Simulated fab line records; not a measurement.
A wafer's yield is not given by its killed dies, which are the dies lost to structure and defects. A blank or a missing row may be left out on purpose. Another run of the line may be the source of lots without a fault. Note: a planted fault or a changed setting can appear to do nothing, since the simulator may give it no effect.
Which tool was responsible? / flow berkeley cmos170 / 42 wafers from 14 lots sampled at 5 of the route's 331 steps

WHAT EACH GAUGE READ, for each wafer
UCB170_FIELD_THK_MEAS_02. Usual: for FIELD_OXIDE_THK the level is 565 nm and the standard deviation is 10.
lot=L675; measured=day 5 06:59; on=film metro-03; FIELD_OXIDE_THK (nm)=563 560 560; flag=
lot=L677; measured=day 5 23:54; on=film metro-02; FIELD_OXIDE_THK (nm)=579 574 593; flag=
lot=L678; measured=day 5 23:50; on=film metro-03; FIELD_OXIDE_THK (nm)=580 582 579; flag=
lot=L676; measured=day 5 23:53; on=film metro-03; FIELD_OXIDE_THK (nm)=574 574 577; flag=
lot=L679; measured=day 5 23:50; on=film metro-02; FIELD_OXIDE_THK (nm)=569 568 572; flag=
lot=L681; measured=day 6 12:44; on=film metro-04; FIELD_OXIDE_THK (nm)=561 561 545; flag=
lot=L682; measured=day 6 20:08; on=film metro-04; FIELD_OXIDE_THK (nm)=571 572 570; flag=
lot=L687; measured=day 7 15:02; on=film metro-04; FIELD_OXIDE_THK (nm)=561 559 564; flag=
lot=L685; measured=day 7 15:00; on=film metro-03; FIELD_OXIDE_THK (nm)=576 569 572; flag=
lot=L689; measured=day 7 22:22; on=film metro-03; FIELD_OXIDE_THK (nm)=556 561 569; flag=
lot=L692; measured=day 8 20:43; on=film metro-04; FIELD_OXIDE_THK (nm)=555 547 564; flag=
lot=L694; measured=day 8 20:48; on=film metro-02; FIELD_OXIDE_THK (nm)=553 555 559; flag=
lot=L696; measured=day 9 10:31; on=film metro-03; FIELD_OXIDE_THK (nm)=565 569 557; flag=
lot=L698; measured=day 10 00:36; on=film metro-03; FIELD_OXIDE_THK (nm)=565 565 563; flag=

UCB170_PLDD_TW_MEAS_11. Usual: for PLDD_TW the level is 1004 and the standard deviation is 7.8.
lot=L675; measured=day 7 01:57; on=film metro-02; PLDD_TW=1000 1005 1007; flag=
lot=L677; measured=day 8 00:40; on=film metro-03; PLDD_TW=1011 1009 1017; flag=
lot=L678; measured=day 8 00:40; on=film metro-01; PLDD_TW=992 994 996; flag=
lot=L676; measured=day 8 00:23; on=film metro-02; PLDD_TW=1014 1006 1010; flag=
lot=L679; measured=day 8 00:07; on=film metro-01; PLDD_TW=997 987 992; flag=
lot=L681; measured=day 8 04:14; on=film metro-01; PLDD_TW=995 991 995; flag=
lot=L682; measured=day 9 00:35; on=film metro-02; PLDD_TW=1011 1011 1010; flag=
lot=L687; measured=day 9 14:13; on=film metro-01; PLDD_TW=998 1002 1002; flag=
lot=L685; measured=day 9 13:14; on=film metro-02; PLDD_TW=1008 1007 1011; flag=
lot=L689; measured=day 10 00:11; on=film metro-02; PLDD_TW=1106 1110 1103; flag=OFF
lot=L692; measured=day 10 15:29; on=film metro-01; PLDD_TW=1090 1090 1085; flag=OFF
lot=L694; measured=day 10 15:44; on=film metro-01; PLDD_TW=991 993 986; flag=
lot=L696; measured=day 11 05:54; on=film metro-01; PLDD_TW=1007 1005 1006; flag=
lot=L698; measured=day 11 17:31; on=film metro-03; PLDD_TW=1010 1007 1010; flag=

UCB170_SDANNEAL_RS_MEAS_04: a four-point-probe measurement. Usual: for PLDD_RS the level is 1031.0 ohm/sq and the standard deviation is 2.5.
lot=L675; measured=day 7 14:31; on=film metro-03; PLDD_RS (ohm/sq)=1032.3 1032.1 1030.5; flag=
lot=L677; measured=day 8 13:47; on=film metro-03; PLDD_RS (ohm/sq)=1027.7 1028.7 1030.7; flag=
lot=L678; measured=day 8 14:25; on=film metro-02; PLDD_RS (ohm/sq)=1027.8 1033.8 1030.6; flag=
lot=L676; measured=day 8 12:53; on=film metro-01; PLDD_RS (ohm/sq)=1027.0 1029.5 1028.1; flag=
lot=L679; measured=day 8 13:19; on=film metro-02; PLDD_RS (ohm/sq)=1031.1 1031.6 1032.9; flag=
lot=L681; measured=day 8 16:20; on=film metro-02; PLDD_RS (ohm/sq)=1031.2 1030.0 1027.5; flag=
lot=L682; measured=day 9 17:39; on=film metro-01; PLDD_RS (ohm/sq)=1030.5 1030.4 1032.9; flag=
lot=L687; measured=day 10 02:49; on=film metro-02; PLDD_RS (ohm/sq)=1028.9 1030.7 1029.9; flag=
lot=L685; measured=day 10 02:10; on=film metro-02; PLDD_RS (ohm/sq)=1035.7 1032.1 1032.2; flag=
lot=L689; measured=day 10 15:55; on=film metro-02; PLDD_RS (ohm/sq)=818.8 820.1 819.0; flag=OFF
lot=L692; measured=day 11 07:12; on=film metro-03; PLDD_RS (ohm/sq)=818.7 817.9 819.1; flag=OFF
lot=L694; measured=day 11 07:11; on=film metro-02; PLDD_RS (ohm/sq)=1035.2 1032.9 1029.9; flag=
lot=L696; measured=day 11 18:49; on=film metro-02; PLDD_RS (ohm/sq)=1029.7 1032.6 1033.7; flag=
lot=L698; measured=day 12 08:08; on=film metro-01; PLDD_RS (ohm/sq)=1037.4 1033.8 1034.7; flag=

WHAT TOOL EACH LOT RAN ON (gives the tool, then ch and the chambers of the sampled wafers, and finally the start)
lot=L675; UCB170_PWELL_STRIP_16=plasma asher-04 ch 0,1, day 3 13:01; UCB170_PLDD_IMPLANT_08=implanter-04 ch 0, day 7 01:33
lot=L677; UCB170_PWELL_STRIP_16=plasma asher-04 ch 0,1, day 4 01:56; UCB170_PLDD_IMPLANT_08=implanter-04 ch 0, day 8 00:17
lot=L678; UCB170_PWELL_STRIP_16=plasma asher-03 ch 0,1, day 4 02:12; UCB170_PLDD_IMPLANT_08=implanter-01 ch 0, day 8 00:16
lot=L676; UCB170_PWELL_STRIP_16=plasma asher-04 ch 0,1, day 4 02:24; UCB170_PLDD_IMPLANT_08=implanter-03 ch 0, day 7 23:59
lot=L679; UCB170_PWELL_STRIP_16=plasma asher-02 ch 0,1, day 4 02:39; UCB170_PLDD_IMPLANT_08=implanter-01 ch 0, day 7 23:43
lot=L681; UCB170_PWELL_STRIP_16=plasma asher-04 ch 0,1, day 4 15:37; UCB170_PLDD_IMPLANT_08=implanter-01 ch 0, day 8 03:52
lot=L682; UCB170_PWELL_STRIP_16=plasma asher-02 ch 0,1, day 5 04:01; UCB170_PLDD_IMPLANT_08=implanter-04 ch 0, day 9 00:11
lot=L687; UCB170_PWELL_STRIP_16=plasma asher-02 ch 0,1, day 5 21:46; UCB170_PLDD_IMPLANT_08=implanter-01 ch 0, day 9 13:49
lot=L685; UCB170_PWELL_STRIP_16=plasma asher-04 ch 0,1, day 5 22:05; UCB170_PLDD_IMPLANT_08=implanter-03 ch 0, day 9 12:50
lot=L689; UCB170_PWELL_STRIP_16=plasma asher-03 ch 0,1, day 6 05:31; UCB170_PLDD_IMPLANT_08=implanter-01 ch 0, day 9 23:49
lot=L692; UCB170_PWELL_STRIP_16=plasma asher-03 ch 0,1, day 7 02:45; UCB170_PLDD_IMPLANT_08=implanter-01 ch 0, day 10 15:05
lot=L694; UCB170_PWELL_STRIP_16=plasma asher-04 ch 0,1, day 7 03:30; UCB170_PLDD_IMPLANT_08=implanter-03 ch 0, day 10 15:22
lot=L696; UCB170_PWELL_STRIP_16=plasma asher-02 ch 0,1, day 7 16:04; UCB170_PLDD_IMPLANT_08=implanter-04 ch 0, day 11 05:32
lot=L698; UCB170_PWELL_STRIP_16=plasma asher-03 ch 0,1, day 8 03:13; UCB170_PLDD_IMPLANT_08=implanter-03 ch 0, day 11 17:09
- UCB170_PWELL_STRIP_16: strips in O2.
- UCB170_PLDD_IMPLANT_08

AS READ BY THE TOOLS THEMSELVES (means over the sampled wafers that have a number; for cases with no such wafer, the mark the record gives instead)
UCB170_PWELL_STRIP_16. Usual: drypump motor current A 5.7 A, standard deviation 0.39; oes product au 0.722 a.u., standard deviation 0.0045; strip time to endpoint s 18.09 s, standard deviation 0.11.
lot=L675; tool=plasma asher-04; drypump motor current A (A)=6.0; oes product au (a.u.)=0.720; strip time to endpoint s (s)=18.06; flag=
lot=L677; tool=plasma asher-04; drypump motor current A (A)=6.0; oes product au (a.u.)=0.721; strip time to endpoint s (s)=18.06; flag=
lot=L678; tool=plasma asher-03; drypump motor current A (A)=5.4; oes product au (a.u.)=0.725; strip time to endpoint s (s)=18.20; flag=
lot=L676; tool=plasma asher-04; drypump motor current A (A)=6.0; oes product au (a.u.)=0.721; strip time to endpoint s (s)=17.99; flag=
lot=L679; tool=plasma asher-02; drypump motor current A (A)=5.8; oes product au (a.u.)=0.722; strip time to endpoint s (s)=18.05; flag=
lot=L681; tool=plasma asher-04; drypump motor current A (A)=6.0; oes product au (a.u.)=0.721; strip time to endpoint s (s)=18.05; flag=
lot=L682; tool=plasma asher-02; drypump motor current A (A)=5.8; oes product au (a.u.)=0.721; strip time to endpoint s (s)=18.19; flag=
lot=L687; tool=plasma asher-02; drypump motor current A (A)=5.9; oes product au (a.u.)=0.719; strip time to endpoint s (s)=18.02; flag=
lot=L685; tool=plasma asher-04; drypump motor current A (A)=6.0; oes product au (a.u.)=0.724; strip time to endpoint s (s)=18.10; flag=
lot=L689; tool=plasma asher-03; drypump motor current A (A)=5.5; oes product au (a.u.)=0.723; strip time to endpoint s (s)=18.11; flag=
lot=L692; tool=plasma asher-03; drypump motor current A (A)=5.5; oes product au (a.u.)=0.720; strip time to endpoint s (s)=18.07; flag=
lot=L694; tool=plasma asher-04; drypump motor current A (A)=6.1; oes product au (a.u.)=0.721; strip time to endpoint s (s)=18.04; flag=
lot=L696; tool=plasma asher-02; drypump motor current A (A)=5.8; oes product au (a.u.)=0.724; strip time to endpoint s (s)=17.90; flag=
lot=L698; tool=plasma asher-03; drypump motor current A (A)=5.5; oes product au (a.u.)=0.721; strip time to endpoint s (s)=18.08; flag=

UCB170_PLDD_IMPLANT_08. Usual: beam on s 10.01 s, standard deviation 0.2; dose ions cm2 5e+13, standard deviation 5.2e+10; faraday current uA 158, standard deviation 3; tilt deg 6.995 degrees, standard deviation 0.018.
lot=L675; tool=implanter-04; beam on s (s)=9.96; dose ions cm2=5e+13; faraday current uA=159; tilt deg (degrees)=6.994; flag=
lot=L677; tool=implanter-04; beam on s (s)=10.11; dose ions cm2=5e+13; faraday current uA=156; tilt deg (degrees)=6.994; flag=
lot=L678; tool=implanter-01; beam on s (s)=10.02; dose ions cm2=5e+13; faraday current uA=158; tilt deg (degrees)=6.971; flag=
lot=L676; tool=implanter-03; beam on s (s)=10.11; dose ions cm2=5e+13; faraday current uA=157; tilt deg (degrees)=6.993; flag=
lot=L679; tool=implanter-01; beam on s (s)=9.96; dose ions cm2=5e+13; faraday current uA=159; tilt deg (degrees)=7.005; flag=
lot=L681; tool=implanter-01; beam on s (s)=9.88; dose ions cm2=5e+13; faraday current uA=160; tilt deg (degrees)=7.004; flag=
lot=L682; tool=implanter-04; beam on s (s)=9.95; dose ions cm2=5e+13; faraday current uA=159; tilt deg (degrees)=6.998; flag=
lot=L687; tool=implanter-01; beam on s (s)=9.88; dose ions cm2=5e+13; faraday current uA=160; tilt deg (degrees)=7.021; flag=
lot=L685; tool=implanter-03; beam on s (s)=10.00; dose ions cm2=5e+13; faraday current uA=159; tilt deg (degrees)=7.004; flag=
lot=L689; tool=implanter-01; beam on s (s)=13.20; dose ions cm2=8e+13; faraday current uA=203; tilt deg (degrees)=7.016; flag=OFF
lot=L692; tool=implanter-01; beam on s (s)=13.33; dose ions cm2=8e+13; faraday current uA=201; tilt deg (degrees)=6.992; flag=OFF
lot=L694; tool=implanter-03; beam on s (s)=10.06; dose ions cm2=5e+13; faraday current uA=158; tilt deg (degrees)=6.981; flag=
lot=L696; tool=implanter-04; beam on s (s)=10.13; dose ions cm2=5e+13; faraday current uA=157; tilt deg (degrees)=6.978; flag=
lot=L698; tool=implanter-03; beam on s (s)=10.12; dose ions cm2=5e+13; faraday current uA=157; tilt deg (degrees)=7.001; flag=

THE ANSWER, worked out from the rows above alone
Rule: a lot counts as off when the mean over its wafers that have a number is more than 3 standard deviations away from the usual mean. Also off: a lot with no number at a reading for which 4 or more lots have one. Any other lot the step has rows for is counted as sound. Order of review: gauges by route order, followed by the tools' own readings, for which a lot's mean as printed above is used. The first step at which some lot is off is used, and at that step the reading that is off furthest; a lot without a number counts as furthest.
Off: L689, L692, at UCB170_PLDD_TW_MEAS_11 (PLDD_TW).
If a tool, at a process step before that reading, ran all the lots that are off and no sound lot after the first of them, it fits. The gauges at UCB170_PLDD_TW_MEAS_11 aren't tried: what is off there is off at UCB170_PLDD_IMPLANT_08 too, on other tools, and a gauge's error can't cause that. One fits: implanter-01 at UCB170_PLDD_IMPLANT_08. A fault onset in the window from L687 (day 9 13:49, its last sound lot) to L689 (day 9 23:49, its first lot off) fits.
The tool's own readings at UCB170_PLDD_IMPLANT_08 bear it out: on the lots that are off they differ by more than 5 times the standard deviation of the sound lots' means. beam on s reads 13.27 s there against 10.02 s on the sound lots; dose ions cm2 reads 8e+13 there against 5e+13 on the sound lots; faraday current uA reads 202 there against 158 on the sound lots.

WHAT THE SIMULATOR PUT IN
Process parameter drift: implanter-01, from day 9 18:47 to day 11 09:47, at UCB170_PLDD_IMPLANT_08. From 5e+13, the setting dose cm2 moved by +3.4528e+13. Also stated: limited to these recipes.
Shown lots that were struck: L689, L692. The same result came from the rule above.
